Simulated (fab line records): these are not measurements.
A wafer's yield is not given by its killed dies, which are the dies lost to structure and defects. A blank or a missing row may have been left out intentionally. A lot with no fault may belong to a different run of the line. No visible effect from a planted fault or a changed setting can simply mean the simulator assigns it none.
8D (eight disciplines) problem report, filled in by code	flow berkeley cmos170	the parts of the form that need people (team, actions taken, sign-off) are left out

## 1. WHAT WENT WRONG
Mean of dose ions cm2 at UCB170_NWELL_IMPLANT_14: 1e+13 across 6 wafers in 2 lots; on wafers with no fault it is 1e+13 (standard deviation 1.1e+10). That is +36 standard deviations from the usual mean.
First seen on wafer L509.2, day 3 14:14, on implanter-02. Wafers with a number at this step in the record: 18, from 6 lots. Rule for "out" (also "out of limits"): further than 4 standard deviations from the usual mean. The other wafers with a number count as sound.

## 2. WHAT IT IS, WHAT IT ISN'T
question	is	is not
which readings at this step	dose ions cm2	beam on s
which lots	L509, L513	L518, L523, L525, L526
which wafers of those lots	all that have a number	-
read on which tools	implanter-02	implanter-01, implanter-04
when	from day 3 14:14	up to then (0 sound wafers); but 12 sound wafers of L518, L523, L525, L526 came after

## 3. THE SUSPECTS, EACH WITH WHAT RULES IT OUT
Counting: any tool at a process step up to the reading is kept as a suspect provided that every lot that is out went through it and no sound lot did after the first of them.
- rie diel-03 at UCB170_NWELL_ETCH_13 (etches Si3N4 in CH3F/Ar/O2, stops on SiO2, target depth 246.4 nm, time 154 s): ruled out as a lasting fault. Sound lots L526 ran on it after its first lot that is out, L509 (day 3 14:07).
- implanter-02 at UCB170_NWELL_IMPLANT_14: ruled out as a lasting fault. Sound lots L526 ran on it after its first lot that is out, L509 (day 3 14:14).
Left after counting: nothing in the record.

## 4. THE CAUSE (what the simulator had put in)
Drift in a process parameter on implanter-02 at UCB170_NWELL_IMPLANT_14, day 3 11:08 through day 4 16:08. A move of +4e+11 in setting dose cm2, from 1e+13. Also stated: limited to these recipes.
Counting ruled it out, wrongly.

## 5. SEQUENCE OF EFFECTS, ordered by route
One row per reading whose mean, taken over the struck wafers that have a number, lies over 3 standard deviations from the usual. Only readings for which the record gives a usual standard deviation are gone through. hours: the time from each lot's start at the first step in this table that gives one to its start at this step, as a median over the lots. sigmas: the change in usual standard deviations.
hours	step	reading	usual	on struck wafers	change	sigmas
0	UCB170_NWELL_IMPLANT_14	dose ions cm2	1e+13	1e+13	+4e+11	+36
Its process steps:
- UCB170_NWELL_IMPLANT_14

## 6. WHAT WOULD HAVE CAUGHT IT SOONER
First out-of-limits reading in this record: day 3 14:14, which is 3 hours after fault onset at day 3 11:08.
